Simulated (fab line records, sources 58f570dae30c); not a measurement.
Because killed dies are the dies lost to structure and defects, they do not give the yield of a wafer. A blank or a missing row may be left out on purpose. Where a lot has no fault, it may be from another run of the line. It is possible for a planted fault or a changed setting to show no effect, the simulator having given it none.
Matching of chambers / flow berkeley-cmos170 / UCB170_V1_ETCH_14 on rie-diel-03: 4 sister chambers
The step etches SiO2 in CHF3/CF4/Ar, stops on Al, target depth 1250 nm, time 291 s. 4 wafers are shown with their chamber, then 8 later ones without.

## WAFERS WITH THEIR CHAMBER
wafer=L090.4; chamber=0; throttle-valve-pct (%)=7.11
wafer=L092.1; chamber=3; throttle-valve-pct (%)=6.88
wafer=L092.2; chamber=2; throttle-valve-pct (%)=6.90
wafer=L091.2; chamber=1; throttle-valve-pct (%)=6.79

## WAFERS WITH NO CHAMBER GIVEN
wafer=L091.3; throttle-valve-pct (%)=6.89
wafer=L091.6; throttle-valve-pct (%)=6.90
wafer=L094.1; throttle-valve-pct (%)=6.88
wafer=L094.3; throttle-valve-pct (%)=6.87
wafer=L094.4; throttle-valve-pct (%)=6.78
wafer=L097.2; throttle-valve-pct (%)=7.11
wafer=L097.3; throttle-valve-pct (%)=6.88
wafer=L097.6; throttle-valve-pct (%)=6.88

## EACH ONE'S CHAMBER
wafer=L091.3; from the rows above=can't be placed: 3 or 2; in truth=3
wafer=L091.6; from the rows above=2; in truth=2
wafer=L094.1; from the rows above=3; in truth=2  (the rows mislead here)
wafer=L094.3; from the rows above=3; in truth=3
wafer=L094.4; from the rows above=1; in truth=1
wafer=L097.2; from the rows above=0; in truth=0
wafer=L097.3; from the rows above=3; in truth=3
wafer=L097.6; from the rows above=3; in truth=3
Correct placement for 6 of the 8. These rows do not allow placing 1 (true chamber among the candidates in 1). Number placed wrongly: 1.
How it was worked out, from the rows above alone: a wafer's distance from a chamber is the root of the sum, over the readings, of the square of ((its reading less the chamber's mean) divided by the reading's scatter). The wafer belongs to the nearest chamber; if the next one is less than 2 further off, it can't be placed. The mean given for a chamber averages the wafers shown for that chamber. The scatter: with one shown wafer a chamber, the root of the mean of the squares of how far each hidden wafer lies from its nearest shown one.
